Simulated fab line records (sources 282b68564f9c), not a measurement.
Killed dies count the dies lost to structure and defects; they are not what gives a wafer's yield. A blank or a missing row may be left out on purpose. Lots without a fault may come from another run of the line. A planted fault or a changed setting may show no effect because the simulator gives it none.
Split-lot study	flow ritCmos	on a route of 202 steps: 5 lots, 23 wafers read

THE SPLIT
At RIT_ACTIVE_CVD_03 (deposits Si3N4 from SiH2Cl2/NH3, target thk 150 nm, time 1500 s), the setting sih2cl2FlowSccm was moved away from the recipe's 60 sccm on 20 of the 23 wafers read, by -11.3% to +14.0%. The other wafers ran this setting at the recipe's value.

The reading is taken at the split's own step.

THE READING
Si3N4_of_ACTIVE_CVD_03.thkNm (the simulator's own value, which no gauge read), in nm, at RIT_ACTIVE_CVD_03 (deposits Si3N4 from SiH2Cl2/NH3, target thk 150 nm, time 1500 s). The file does not state a usual value for it. Here, 3 wafers ran the recipe; their average is 148.7 nm with a standard deviation of 0.22 nm.

wafer	tool, chamber at the split	sih2cl2FlowSccm as run, sccm	against the recipe	Si3N4_of_ACTIVE_CVD_03.thkNm, nm	against lot-mates on the recipe
L081.1	-, -	68.4	+14.0%	157.7	no lot-mate on the recipe
L081.2	-, -	68.4	+14.0%	157.6	no lot-mate on the recipe
L081.3	-, -	68.4	+14.0%	157.8	no lot-mate on the recipe
L081.4	-, -	68.4	+14.0%	157	no lot-mate on the recipe
L081.6	-, -	68.4	+14.0%	156.7	no lot-mate on the recipe
L082.3	lpcvd-01, 0	60	recipe	148.5	-
L082.5	lpcvd-01, 0	60	recipe	148.6	-
L082.6	lpcvd-01, 0	60	recipe	149	-
L083.1	-, -	53.22	-11.3%	146.5	no lot-mate on the recipe
L083.2	-, -	53.22	-11.3%	148.4	no lot-mate on the recipe
L083.3	-, -	53.22	-11.3%	148.3	no lot-mate on the recipe
L083.4	-, -	53.22	-11.3%	148.1	no lot-mate on the recipe
L083.5	-, -	53.22	-11.3%	147.5	no lot-mate on the recipe
L084.1	-, -	66.39	+10.7%	154.4	no lot-mate on the recipe
L084.2	-, -	66.39	+10.7%	154.5	no lot-mate on the recipe
L084.3	-, -	66.39	+10.7%	153.6	no lot-mate on the recipe
L084.4	-, -	66.39	+10.7%	154.9	no lot-mate on the recipe
L084.5	-, -	66.39	+10.7%	154	no lot-mate on the recipe
L085.1	-, -	65.4	+9.0%	154.7	no lot-mate on the recipe
L085.2	-, -	65.4	+9.0%	154.5	no lot-mate on the recipe
L085.4	-, -	65.4	+9.0%	153.6	no lot-mate on the recipe
L085.5	-, -	65.4	+9.0%	154.9	no lot-mate on the recipe
L085.6	-, -	65.4	+9.0%	155.7	no lot-mate on the recipe

THE FIT
A straight line over all 23 wafers: Si3N4_of_ACTIVE_CVD_03.thkNm changes by +0.37 nm for each +1% of sih2cl2FlowSccm; r = +0.94; the points scatter about the line by 1.3 nm.
Too few moved wafers with a lot-mate on the recipe to fit a line net of each lot's own level.

THE FILE'S OWN FIT
Si3N4_of_ACTIVE_CVD_03.thkNm changes by +0.369 nm for each +1% of sih2cl2FlowSccm, r = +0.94.
